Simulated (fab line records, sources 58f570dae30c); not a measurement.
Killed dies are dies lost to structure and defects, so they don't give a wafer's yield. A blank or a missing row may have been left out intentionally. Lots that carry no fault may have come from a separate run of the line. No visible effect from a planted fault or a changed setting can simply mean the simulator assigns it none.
Which tool was responsible? | flow berkeley cmos170 | 42 wafers from 14 lots sampled at 5 of the route's 331 steps

WHAT THE GAUGES SHOWED, per wafer
UCB170_M2_CD_MEAS_90: the cd target is 700 nm. Usual: cd nm at 703 nm, with a standard deviation of 5.
lot  | measured     | on        | cd nm (nm)  | flag
L641 | day 8 21:49  | cd sem-02 | 700 706 700 |
L645 | day 10 13:21 | cd sem-01 | 706 707 709 |
L648 | day 11 05:34 | cd sem-01 | 706 705 709 |
L647 | day 11 05:45 | cd sem-01 | 707 708 706 |
L653 | day 13 00:52 | cd sem-02 | 704 711 701 |
L654 | day 13 02:22 | cd sem-01 | - - -       | OFF
L656 | day 13 07:05 | cd sem-02 | - - -       | OFF
L657 | day 13 08:55 | cd sem-01 | 704 707 706 |
L660 | day 14 10:49 | cd sem-01 | 701 692 691 |
L659 | day 14 11:51 | cd sem-02 | 701 703 699 |
L661 | day 14 23:34 | cd sem-02 | 700 703 702 |
L662 | day 14 23:38 | cd sem-01 | 708 696 710 |
L664 | day 15 01:37 | cd sem-01 | 701 704 704 |
L663 | day 15 05:19 | cd sem-02 | 699 700 699 |

WHICH TOOL RAN EACH LOT (tool, then ch and the chambers of the sampled wafers, then the start)
lot  | UCB170_M1_METAL_ETCH_12           | UCB170_V1_CMP_02              | UCB170_M2_ETCH_17                  | UCB170_M2_METAL_ETCH_18
L641 | rie metal-02 ch 0,1, day 8 15:25  | cmp-02 ch 1,2,3, day 8 17:19  | rie diel-02 ch 1,2,3, day 8 21:29  | rie metal-04 ch 0,1, day 8 21:32
L645 | rie metal-02 ch 0,1, day 10 02:26 | cmp-01 ch 0,3, day 10 04:21   | rie diel-02 ch 0,1,2, day 10 13:01 | rie metal-04 ch 0,1, day 10 13:04
L648 | rie metal-02 ch 0,1, day 10 19:47 | cmp-02 ch 1,3, day 10 21:41   | rie diel-02 ch 0,1, day 11 05:13   | rie metal-01 ch 0, day 11 05:16
L647 | rie metal-02 ch 0,1, day 10 20:47 | cmp-01 ch 0,3, day 10 23:01   | rie diel-03 ch 0,1,2, day 11 05:22 | rie metal-04 ch 0,1, day 11 05:28
L653 | rie metal-02 ch 0,1, day 12 16:00 | cmp-02 ch 1,2,3, day 12 18:03 | rie diel-03 ch 1,2, day 13 00:32   | rie metal-04 ch 0,1, day 13 00:35
L654 | rie metal-03 ch 0,1, day 12 16:57 | cmp-02 ch 0,1,3, day 12 19:25 | rie diel-02 ch 0,1,2, day 13 02:02 | rie metal-04 ch 0,1, day 13 02:04
L656 | rie metal-02 ch 0,1, day 13 00:08 | cmp-02 ch 1,2,3, day 13 02:05 | rie diel-02 ch 1,2,3, day 13 06:46 | rie metal-01 ch 0,1, day 13 06:48
L657 | rie metal-01 ch 0,1, day 13 01:06 | cmp-02 ch 0,1,3, day 13 03:33 | rie diel-02 ch 1,2,3, day 13 08:35 | rie metal-01 ch 0,1, day 13 08:37
L660 | rie metal-03 ch 0,1, day 13 23:28 | cmp-01 ch 1,2,3, day 14 01:25 | rie diel-03 ch 0,1,3, day 14 10:29 | rie metal-02 ch 0,1, day 14 10:31
L659 | rie metal-01 ch 0,1, day 14 00:07 | cmp-02 ch 1,2,3, day 14 02:51 | rie diel-04 ch 0,2,3, day 14 11:29 | rie metal-01 ch 0,1, day 14 11:35
L661 | rie metal-03 ch 0, day 14 13:59   | cmp-01 ch 1,2,3, day 14 16:01 | rie diel-02 ch 0,2,3, day 14 23:03 | rie metal-02 ch 1, day 14 23:05
L662 | rie metal-02 ch 1, day 14 15:23   | cmp-02 ch 0,1,2, day 14 17:26 | rie diel-04 ch 0,2, day 14 23:17   | rie metal-04 ch 0,1, day 14 23:20
L664 | rie metal-01 ch 0,1, day 14 15:37 | cmp-01 ch 1,2,3, day 14 18:43 | rie diel-03 ch 0,3, day 15 01:17   | rie metal-01 ch 0,1, day 15 01:19
L663 | rie metal-03 ch 0, day 14 17:56   | cmp-02 ch 0,2,3, day 14 20:11 | rie diel-04 ch 0,2, day 15 04:45   | rie metal-02 ch 1, day 15 04:55
- UCB170_M1_METAL_ETCH_12: etches Al in Cl2/BCl3, stops on PSG, target depth 780 nm, time 130 s.
- UCB170_V1_CMP_02: polishes SiO2.
- UCB170_M2_ETCH_17: etches BARC in N2/H2.
- UCB170_M2_METAL_ETCH_18: etches Al in Cl2/BCl3, stops on SiO2, target depth 1170 nm, time 195 s.

WHAT THE TOOLS THEMSELVES READ (means of the sampled wafers that have a number; where no wafer has one, the mark that the record gives instead)
UCB170_M1_METAL_ETCH_12. Usual: bcl3 flow sccm 44.99 sccm, standard deviation 0.14; bias w 120.0 W, standard deviation 0.36; drypump motor current A 5.7 A, standard deviation 0.52; oes product au 0.852 a.u., standard deviation 0.015; throttle valve pct 24.48 %, standard deviation 0.19.
lot  | tool         | bcl3 flow sccm (sccm) | bias w (W) | drypump motor current A (A) | oes product au (a.u.) | throttle valve pct (%) | flag
L641 | rie metal-02 | 44.93                 | 119.7      | 5.6                         | 0.857                 | 24.55                  |
L645 | rie metal-02 | 44.84                 | 120.4      | 5.1                         | 0.849                 | 24.63                  |
L648 | rie metal-02 | 45.06                 | 119.8      | 5.1                         | 0.842                 | 24.63                  |
L647 | rie metal-02 | 44.86                 | 120.1      | 5.6                         | 0.841                 | 24.56                  |
L653 | rie metal-02 | 45.08                 | 120.1      | 5.6                         | 0.852                 | 24.56                  |
L654 | rie metal-03 | 44.92                 | 120.3      | 6.0                         | 0.848                 | 24.43                  |
L656 | rie metal-02 | 44.90                 | 119.5      | 5.1                         | 0.841                 | 24.65                  |
L657 | rie metal-01 | 44.91                 | 119.9      | 5.5                         | 0.865                 | 24.34                  |
L660 | rie metal-03 | 45.08                 | 119.9      | 6.1                         | 0.853                 | 24.60                  |
L659 | rie metal-01 | 45.01                 | 119.7      | 5.5                         | 0.878                 | 24.34                  |
L661 | rie metal-03 | 45.03                 | 119.9      | 6.0                         | 0.844                 | 24.27                  |
L662 | rie metal-02 | 45.17                 | 120.2      | 6.0                         | 0.864                 | 24.47                  |
L664 | rie metal-01 | 45.04                 | 120.2      | 5.5                         | 0.858                 | 24.34                  |
L663 | rie metal-03 | 44.91                 | 120.4      | 6.0                         | 0.844                 | 24.27                  |

UCB170_V1_CMP_02. Usual: motor current A at 15.3 A, with a standard deviation of 1.5.
lot  | tool   | motor current A (A) | flag
L641 | cmp-02 | 14.6                |
L645 | cmp-01 | 15.8                |
L648 | cmp-02 | 14.5                |
L647 | cmp-01 | 16.1                |
L653 | cmp-02 | 14.7                |
L654 | cmp-02 | 14.8                |
L656 | cmp-02 | 15.1                |
L657 | cmp-02 | 14.9                |
L660 | cmp-01 | 16.6                |
L659 | cmp-02 | 15.1                |
L661 | cmp-01 | 16.8                |
L662 | cmp-02 | 15.0                |
L664 | cmp-01 | 16.4                |
L663 | cmp-02 | 15.4                |

UCB170_M2_ETCH_17. Usual: bias w 100.0 W, standard deviation 0.32; chamber pressure mTorr 29.998 mTorr, standard deviation 0.029; drypump motor current A 5.7 A, standard deviation 0.48; oes product au 1.004 a.u., standard deviation 0.024; throttle valve pct 13.31 %, standard deviation 0.13.
lot  | tool        | bias w (W) | chamber pressure mTorr (mTorr) | drypump motor current A (A) | oes product au (a.u.) | throttle valve pct (%) | flag
L641 | rie diel-02 | 99.9       | 30.000                         | 5.2                         | 1.001                 | 13.41                  |
L645 | rie diel-02 | 99.9       | 30.008                         | 5.2                         | 1.019                 | 13.32                  |
L648 | rie diel-02 | 100.2      | 30.004                         | 5.3                         | 1.039                 | 13.18                  |
L647 | rie diel-03 | 100.2      | 30.004                         | 5.8                         | 1.029                 | 13.34                  |
L653 | rie diel-03 | 99.9       | 30.010                         | 5.7                         | 1.012                 | 13.40                  |
L654 | rie diel-02 | -          | -                              | -                           | -                     | -                      | OFF
L656 | rie diel-02 | -          | -                              | -                           | -                     | -                      | OFF
L657 | rie diel-02 | 100.3      | 29.983                         | 5.2                         | 1.002                 | 13.40                  |
L660 | rie diel-03 | 100.2      | 29.973                         | 5.7                         | 1.012                 | 13.25                  |
L659 | rie diel-04 | 100.1      | 29.981                         | 6.1                         | 0.991                 | 13.26                  |
L661 | rie diel-02 | 99.7       | 30.006                         | 5.1                         | 1.008                 | 13.39                  |
L662 | rie diel-04 | 99.9       | 29.988                         | 5.9                         | 1.004                 | 13.29                  |
L664 | rie diel-03 | 99.7       | 30.014                         | 5.4                         | 1.005                 | 13.24                  |
L663 | rie diel-04 | 99.7       | 30.011                         | 5.9                         | 0.996                 | 13.24                  |

UCB170_M2_METAL_ETCH_18. Usual: bcl3 flow sccm 45.04 sccm, standard deviation 0.14; bias w 120.0 W, standard deviation 0.38; drypump motor current A 5.6 A, standard deviation 0.39; oes product au 0.856 a.u., standard deviation 0.017; throttle valve pct 24.40 %, standard deviation 0.15.
lot  | tool         | bcl3 flow sccm (sccm) | bias w (W) | drypump motor current A (A) | oes product au (a.u.) | throttle valve pct (%) | flag
L641 | rie metal-04 | 44.99                 | 119.8      | 5.6                         | 0.852                 | 24.26                  |
L645 | rie metal-04 | 45.09                 | 120.2      | 5.7                         | 0.856                 | 24.33                  |
L648 | rie metal-01 | 45.03                 | 120.8      | 5.5                         | 0.871                 | 24.35                  |
L647 | rie metal-04 | 45.06                 | 119.9      | 5.6                         | 0.844                 | 24.27                  |
L653 | rie metal-04 | 45.08                 | 120.3      | 5.6                         | 0.846                 | 24.27                  |
L654 | rie metal-04 | 45.05                 | 119.9      | 5.6                         | 0.369                 | 24.50                  | OFF
L656 | rie metal-01 | 44.97                 | 120.0      | 5.5                         | 0.383                 | 24.56                  | OFF
L657 | rie metal-01 | 45.14                 | 120.5      | 5.5                         | 0.883                 | 24.33                  |
L660 | rie metal-02 | 45.03                 | 119.8      | 5.1                         | 0.843                 | 24.63                  |
L659 | rie metal-01 | 45.14                 | 119.9      | 5.5                         | 0.861                 | 24.33                  |
L661 | rie metal-02 | 44.93                 | 119.9      | 6.0                         | 0.850                 | 24.48                  |
L662 | rie metal-04 | 45.10                 | 119.7      | 5.7                         | 0.848                 | 24.33                  |
L664 | rie metal-01 | 44.94                 | 120.0      | 5.5                         | 0.871                 | 24.34                  |
L663 | rie metal-02 | 45.11                 | 120.3      | 6.0                         | 0.861                 | 24.48                  |

THE ANSWER, worked out from the rows above alone
Rule: lot off if the mean of its wafers having a number is beyond 3 standard deviations from the usual mean. A lot without any number at a reading at which 4 lots or more have one is off too. All remaining lots with rows at the step are treated as sound. After the gauges, taken in route order, come the tools' own readings; for these a lot's mean is taken, as printed above. The first step at which some lot is off is used, and at that step the reading that is off furthest; a lot without a number counts as furthest.
Off: L654, L656 (UCB170_M2_CD_MEAS_90, cd nm). Without a number there: L654, L656.
A tool fits if, at a process step before that reading, it ran every lot that is off, and no sound lot after the first of them. Not tried: the gauges at UCB170_M2_CD_MEAS_90; whatever is off there is also off at UCB170_M2_ETCH_17, on other tools, and gauge error can't account for it. No candidate that was tried fits.

WHAT THE SIMULATOR HAD INSERTED
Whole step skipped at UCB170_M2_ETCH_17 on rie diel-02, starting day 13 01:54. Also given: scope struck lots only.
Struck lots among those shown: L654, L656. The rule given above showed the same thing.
